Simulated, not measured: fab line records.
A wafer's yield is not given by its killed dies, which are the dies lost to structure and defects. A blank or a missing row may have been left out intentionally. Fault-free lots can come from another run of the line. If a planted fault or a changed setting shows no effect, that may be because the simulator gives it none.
Which tool did it? || flow berkeley cmos170 || Sampling: 7 lots, 21 wafers, 2 of 331 route steps

== WHAT EACH GAUGE READ, for each wafer ==
UCB170_NSD_CD_MEAS_06: target cd 1200 nm.
{"lot": "L577", "measured": "day 8 12:02", "on": "cd sem-01", "cd nm (nm)": "1200.2 1201.1 1201.3"}
{"lot": "L575", "measured": "day 8 10:32", "on": "cd sem-02", "cd nm (nm)": "1200.5 1200.9 1199.5"}
{"lot": "L580", "measured": "day 8 14:35", "on": "cd sem-02", "cd nm (nm)": "1202.0 1200.6 1200.7"}
{"lot": "L582", "measured": "day 9 13:26", "on": "cd sem-02", "cd nm (nm)": "1197.1 1197.8 1197.4"}
{"lot": "L585", "measured": "day 10 00:32", "on": "cd sem-02", "cd nm (nm)": "1198.0 1198.5 1197.4"}
{"lot": "L591", "measured": "day 11 05:04", "on": "cd sem-02", "cd nm (nm)": "1200.3 1199.2 1200.3"}
{"lot": "L594", "measured": "day 11 17:06", "on": "cd sem-02", "cd nm (nm)": "1199.0 1199.6 1200.0"}

== TOOL THAT RAN EACH LOT (tool first, then ch and the chambers of the sampled wafers, then the start) ==
{"lot": "L577", "UCB170_PWELL_SOFTBAKE_09": "litho track-04 ch 0, day 4 00:19"}
{"lot": "L575", "UCB170_PWELL_SOFTBAKE_09": "litho track-03 ch 0, day 4 00:41"}
{"lot": "L580", "UCB170_PWELL_SOFTBAKE_09": "litho track-04 ch 0, day 4 14:26"}
{"lot": "L582", "UCB170_PWELL_SOFTBAKE_09": "litho track-04 ch 0, day 5 03:19"}
{"lot": "L585", "UCB170_PWELL_SOFTBAKE_09": "litho track-02 ch 0, day 5 19:57"}
{"lot": "L591", "UCB170_PWELL_SOFTBAKE_09": "litho track-03 ch 0, day 7 01:19"}
{"lot": "L594", "UCB170_PWELL_SOFTBAKE_09": "litho track-04 ch 0, day 7 15:02"}
- UCB170_PWELL_SOFTBAKE_09: time 60 s.

== THE ANSWER, worked out from the rows above alone ==
Rule: usual is defined by the lots themselves. The widest of any qualifying gaps counts: lots, ordered by their means at a reading, are off when they make up no more than a third of the lots, leave a main group of 4 or more, and stand apart from it by 3 or more times the standard deviation of that group's means. If all means in a main group match to the digits the tables above print for the reading, that group is not used. Also off: a lot with no number at a reading for which 4 or more lots have one. Where the step has rows for the other lots, those lots are counted as sound.
Nothing can be told from this: no lot is off at any reading shown.

== WHAT HAD BEEN PUT IN BY THE SIMULATOR ==
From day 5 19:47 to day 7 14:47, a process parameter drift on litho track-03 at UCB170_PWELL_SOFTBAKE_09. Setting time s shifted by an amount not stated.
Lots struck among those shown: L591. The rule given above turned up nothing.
